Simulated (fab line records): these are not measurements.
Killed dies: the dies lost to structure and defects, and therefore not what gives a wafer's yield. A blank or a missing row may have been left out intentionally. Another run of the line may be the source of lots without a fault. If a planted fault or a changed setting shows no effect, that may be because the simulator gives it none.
Code-filled problem report in 8D (eight disciplines) form | flow berkeleyCmos170 | the parts of the form that need people (team, actions taken, sign-off) are left out

1. THE ISSUE
Wafers free of any fault read 1252 (standard deviation 9) for NWELL_TW at UCB170_NWELL_TW_MEAS_16, against a mean of 1320 on 6 wafers of 2 lots. That is +7.6 standard deviations from the usual mean.
First seen on wafer L407.1, day 4 20:47, on filmMetro-03. Wafers with a number at this step in the record: 42, from 14 lots. The rule behind "out" and "out of limits": a value lying over 4 standard deviations away from the usual mean. The rest of the wafers with a number are treated as sound.

2. WHAT IT IS; WHAT IT IS NOT
question                    | is                         | is not
which readings at this step | NWELL_TW                   | -
which lots                  | L407, L408                 | L396, L397, L399, L400, L403, L405, L413, L414, L415, L416, L417, L419
which wafers of those lots  | all that have a number     | -
read on which gauges        | filmMetro-02, filmMetro-03 | filmMetro-01
when                        | from day 4 20:47           | up to then (18 sound wafers); but 18 sound wafers of L413, L414, L415, L416, L417, L419 came after

3. WHAT RULES OUT EACH SUSPECT
Counting: any tool at a process step up to the reading is kept as a suspect provided that every lot that is out went through it and no sound lot did after the first of them.
- the gauge at UCB170_NWELL_TW_MEAS_16 is ruled out. 2 gauges (filmMetro-02, filmMetro-03) read the wafers that are out.
- implanter-02 at UCB170_NWELL_IMPLANT_14: kept. It ran every lot that is out, first L407 (day 4 20:32), and no sound lot after that; its last sound lot up to then is L405 (day 4 15:06). Out on those wafers are its own readings of beamEnergyKeV.
Remaining after the count: implanter-02 at UCB170_NWELL_IMPLANT_14.

4. THE CAUSE (what the simulator had put in)
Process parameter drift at UCB170_NWELL_IMPLANT_14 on implanter-02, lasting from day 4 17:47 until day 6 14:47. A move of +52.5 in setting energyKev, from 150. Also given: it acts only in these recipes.
This tool alone remained once counting was done.

5. THE EFFECT CHAIN, in route order
Rows list readings where the struck wafers' mean (over those with a number) sits beyond 3 standard deviations from the usual. Scope: only readings with a usual standard deviation given in the record; hours: median across lots of the time from each lot's start at the first step in this table that gives one to its start at this step; sigmas: change in usual standard deviations.
hours | step                    | reading       | usual  | on struck wafers | change | sigmas
0     | UCB170_NWELL_IMPLANT_14 | beamEnergyKeV | 150.00 | 202.49           | +52.49 | +99 or more
0     | UCB170_NWELL_TW_MEAS_16 | NWELL_TW      | 1252   | 1320             | +68    | +7.6
It contains these process steps:
- UCB170_NWELL_IMPLANT_14
At these later measuring or inspecting steps, every struck wafer for which the step has a row has a number for every such reading, and none has moved that far: UCB170_V1_OVL_MEAS_13.

6. HOW IT WOULD HAVE BEEN CAUGHT EARLIER
3 hours passed between the start of the fault at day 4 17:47 and the first reading out of limits at a measuring or inspecting step in this record, taken at day 4 20:47.
The tool's own readings at UCB170_NWELL_IMPLANT_14 were out on every struck wafer that the step has a row for (beamEnergyKeV): an alarm limit on them would have fired on the first of those.
Lots out: 2; of these, L408 started UCB170_NWELL_IMPLANT_14 on implanter-02 after day 4 20:47. It would have been spared by a hold on the tool at that moment.
